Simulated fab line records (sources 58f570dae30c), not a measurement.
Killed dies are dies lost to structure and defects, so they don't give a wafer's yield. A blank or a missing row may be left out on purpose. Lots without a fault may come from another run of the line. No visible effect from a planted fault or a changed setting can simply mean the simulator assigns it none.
Tool commonality check :: flow berkeley cmos170 :: Sample size 13 lots and 48 wafers

WHY IT WAS OPENED
Of 13 lots, 3 have the reading SILICIDE_TI_THK flagged at UCB170_SILICIDE_THK_MEAS_03. Fault-free wafers read 30.5 nm, with a standard deviation of 0.43.
Rule: flag the lot when none of its wafers has a number, or when each of its wafers that has one lies beyond 4 standard deviations from that mean. As for the other lots, they are considered sound.

lot: L603
measured: day 7 15:44
on: film metro-01
SILICIDE_TI_THK (nm), wafer by wafer: 30.5 30.0 30.3
flag: 

lot: L605
measured: day 8 11:31
on: film metro-02
SILICIDE_TI_THK (nm), wafer by wafer: 30.4 29.9 29.8
flag: 

lot: L607
measured: day 8 22:55
on: film metro-01
SILICIDE_TI_THK (nm), wafer by wafer: 29.6 30.0 29.7
flag: 

lot: L606
measured: day 8 23:12
on: film metro-02
SILICIDE_TI_THK (nm), wafer by wafer: 30.0 30.6 29.9
flag: 

lot: L604
measured: day 8 23:23
on: film metro-01
SILICIDE_TI_THK (nm), wafer by wafer: 31.2 31.3 31.5
flag: 

lot: L608
measured: day 9 02:36
on: film metro-01
SILICIDE_TI_THK (nm), wafer by wafer: 30.7 31.0 30.9
flag: 

lot: L609
measured: day 9 02:58
on: film metro-03
SILICIDE_TI_THK (nm), wafer by wafer: 29.9 30.6 30.4
flag: 

lot: L610
measured: day 9 03:22
on: film metro-01
SILICIDE_TI_THK (nm), wafer by wafer: 31.4 30.9 31.1
flag: 

lot: L611
measured: day 9 11:41
on: film metro-02
SILICIDE_TI_THK (nm), wafer by wafer: 30.6 30.7 29.9
flag: 

lot: L618
measured: day 11 06:52
on: film metro-01
SILICIDE_TI_THK (nm), wafer by wafer: 32.6 32.7 32.6 32.6 32.7 32.6
flag: FLAGGED

lot: L620
measured: day 12 03:34
on: film metro-01
SILICIDE_TI_THK (nm), wafer by wafer: 32.7 33.3 33.1 32.7 33.3 33.2
flag: FLAGGED

lot: L623
measured: day 13 10:23
on: film metro-01
SILICIDE_TI_THK (nm), wafer by wafer: 32.8 32.4 32.6 32.7 32.4 32.5
flag: FLAGGED

lot: L624
measured: day 13 10:24
on: film metro-03
SILICIDE_TI_THK (nm), wafer by wafer: 30.3 29.8 29.9
flag: 
On average the flagged lots' numbers are 32.8 nm, which is +2.2 nm against the usual, or +5 standard deviations.

TOOL THAT RAN EACH LOT
Before the reading, the record contains 2 process steps out of a 331-step route. Cell contents, in order: the tool; ch with the chambers the sampled wafers went through; the start.
lot: L603
flag: 
UCB170_GATE_ETCH_14: rie diel-01 ch 0, day 6 21:26
UCB170_NSD_STRIP_09: plasma asher-01 ch 0,1, day 7 13:38

lot: L605
flag: 
UCB170_GATE_ETCH_14: rie diel-01 ch 0,2,3, day 7 16:32
UCB170_NSD_STRIP_09: plasma asher-02 ch 0,1, day 8 08:55

lot: L607
flag: 
UCB170_GATE_ETCH_14: rie diel-04 ch 0,3, day 8 05:23
UCB170_NSD_STRIP_09: plasma asher-02 ch 0,1, day 8 19:32

lot: L606
flag: 
UCB170_GATE_ETCH_14: rie diel-01 ch 0,2,3, day 8 05:40
UCB170_NSD_STRIP_09: plasma asher-03 ch 0, day 8 19:53

lot: L604
flag: 
UCB170_GATE_ETCH_14: rie diel-04 ch 0,1, day 8 05:56
UCB170_NSD_STRIP_09: plasma asher-01 ch 0,1, day 8 19:46

lot: L608
flag: 
UCB170_GATE_ETCH_14: rie diel-01 ch 1,2, day 8 11:28
UCB170_NSD_STRIP_09: plasma asher-02 ch 0,1, day 9 00:32

lot: L609
flag: 
UCB170_GATE_ETCH_14: rie diel-02 ch 2,3, day 8 11:44
UCB170_NSD_STRIP_09: plasma asher-03 ch 0,1, day 9 00:43

lot: L610
flag: 
UCB170_GATE_ETCH_14: rie diel-04 ch 0,3, day 8 11:54
UCB170_NSD_STRIP_09: plasma asher-01 ch 0,1, day 9 01:15

lot: L611
flag: 
UCB170_GATE_ETCH_14: rie diel-02 ch 0,1,3, day 8 19:16
UCB170_NSD_STRIP_09: plasma asher-03 ch 0,1, day 9 09:35

lot: L618
flag: FLAGGED
UCB170_GATE_ETCH_14: rie diel-04 ch 0,2,3, day 10 09:34
UCB170_NSD_STRIP_09: plasma asher-01 ch 0,1, day 11 04:41

lot: L620
flag: FLAGGED
UCB170_GATE_ETCH_14: rie diel-02 ch 0,1,2, day 10 22:37
UCB170_NSD_STRIP_09: plasma asher-03 ch 0,1, day 11 22:14

lot: L623
flag: FLAGGED
UCB170_GATE_ETCH_14: rie diel-04 ch 1,2,3, day 12 10:53
UCB170_NSD_STRIP_09: plasma asher-03 ch 0,1, day 13 04:24

lot: L624
flag: 
UCB170_GATE_ETCH_14: rie diel-02 ch 0,1, day 12 11:07
UCB170_NSD_STRIP_09: plasma asher-02 ch 0,1, day 13 04:33
What is done by these steps:
- UCB170_GATE_ETCH_14: etches BARC in N2/H2.
- UCB170_NSD_STRIP_09: strips in O2.
- UCB170_SILICIDE_THK_MEAS_03: measures by xrf.

FLAGGED AGAINST TOTAL, ONE TOOL AT A TIME (gauges that did the reading follow at the end)
step: UCB170_GATE_ETCH_14
tool: rie diel-01
lots run: 4
flagged: 0
share of the flagged lots: none
sound lots run after its first flagged lot: -

step: UCB170_GATE_ETCH_14
tool: rie diel-02
lots run: 4
flagged: 1
share of the flagged lots: some
sound lots run after its first flagged lot: 1 (L624)

step: UCB170_GATE_ETCH_14
tool: rie diel-04
lots run: 5
flagged: 2
share of the flagged lots: some
sound lots run after its first flagged lot: 0

step: UCB170_NSD_STRIP_09
tool: plasma asher-01
lots run: 4
flagged: 1
share of the flagged lots: some
sound lots run after its first flagged lot: 0

step: UCB170_NSD_STRIP_09
tool: plasma asher-02
lots run: 4
flagged: 0
share of the flagged lots: none
sound lots run after its first flagged lot: -

step: UCB170_NSD_STRIP_09
tool: plasma asher-03
lots run: 5
flagged: 2
share of the flagged lots: some
sound lots run after its first flagged lot: 0

step: UCB170_SILICIDE_THK_MEAS_03
tool: film metro-01
lots run: 8
flagged: 3
share of the flagged lots: all
sound lots run after its first flagged lot: 0

step: UCB170_SILICIDE_THK_MEAS_03
tool: film metro-02
lots run: 3
flagged: 0
share of the flagged lots: none
sound lots run after its first flagged lot: -

step: UCB170_SILICIDE_THK_MEAS_03
tool: film metro-03
lots run: 2
flagged: 0
share of the flagged lots: none
sound lots run after its first flagged lot: -

THE TABLE: WHAT IT ALLOWS
1 row of the table ran every flagged lot: film metro-01 at UCB170_SILICIDE_THK_MEAS_03.
- film metro-01 at UCB170_SILICIDE_THK_MEAS_03: 3 of its 8 lots flagged. Its last sound lot is L610 (day 9 03:22), its first flagged lot L618 (day 11 06:52): a fault that began between those two fits.
What remains is a single tool, film metro-01 at UCB170_SILICIDE_THK_MEAS_03.

WHAT HAD BEEN PUT IN BY THE SIMULATOR
Metrology matching offset: film metro-01, from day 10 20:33 on, at UCB170_SILICIDE_THK_MEAS_03. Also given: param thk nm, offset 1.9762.
Lots struck among those shown: L618, L620, L623. The rule above found the same.
